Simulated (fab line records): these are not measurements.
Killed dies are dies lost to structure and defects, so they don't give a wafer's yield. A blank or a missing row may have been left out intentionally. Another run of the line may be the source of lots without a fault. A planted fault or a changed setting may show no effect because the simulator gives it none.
What tool caused it? | flow berkeley-cmos170 | 7 lots with 21 wafers sampled at 3 steps, on a route of 331 steps

## WHAT EACH GAUGE READ, for each wafer
UCB170_NWELL_TW_MEAS_16.
lot  | measured    | on            | NWELL_TW
L507 | day 3 05:18 | film-metro-03 | 1238 1242 1247
L512 | day 4 00:00 | film-metro-04 | 1244 1258 1247
L513 | day 4 02:34 | film-metro-01 | 1239 1230 1233
L514 | day 4 10:52 | film-metro-01 | 1229 1237 1231
L517 | day 4 21:18 | film-metro-04 | 1245 1245 1252
L523 | day 6 04:29 | film-metro-04 | 1258 1255 1246
L526 | day 7 01:22 | film-metro-03 | 1247 1254 1244

## TOOL THAT RAN EACH LOT (tool first, then ch and the chambers of the sampled wafers, then the start)
lot  | UCB170_NWELL_IMPLANT_14        | UCB170_NWELL_STRIP_15
L507 | implanter-02 ch 0, day 3 05:05 | plasma-asher-01 ch 0,1, day 3 05:12
L512 | implanter-02 ch 0, day 3 23:45 | plasma-asher-03 ch 0, day 3 23:54
L513 | implanter-03 ch 0, day 4 02:22 | plasma-asher-01 ch 0,1, day 4 02:29
L514 | implanter-01 ch 0, day 4 10:38 | plasma-asher-02 ch 0,1, day 4 10:45
L517 | implanter-02 ch 0, day 4 21:03 | plasma-asher-01 ch 0,1, day 4 21:12
L523 | implanter-01 ch 0, day 6 04:14 | plasma-asher-01 ch 0,1, day 6 04:23
L526 | implanter-02 ch 0, day 7 01:07 | plasma-asher-02 ch 0,1, day 7 01:16
- UCB170_NWELL_IMPLANT_14
- UCB170_NWELL_STRIP_15: strips in O2.

## THE ANSWER, worked out from the rows above alone
Rule: usual is defined by the lots themselves. Put in order of their means at a reading, lots are off if they are a third of the lots or fewer, leave a main group of 4 or more, and stand apart from it by a gap of 3 or more times the standard deviation of the main group's means; of several such gaps the widest counts. A main group whose means are all the same, to the digits that the tables above print for the reading, isn't used. A lot without any number at a reading at which 4 lots or more have one is off too. The other lots that the step has rows for count as sound.
None of the lots is off at any reading shown; this tells nothing.

## WHAT THE SIMULATOR HAD INSERTED
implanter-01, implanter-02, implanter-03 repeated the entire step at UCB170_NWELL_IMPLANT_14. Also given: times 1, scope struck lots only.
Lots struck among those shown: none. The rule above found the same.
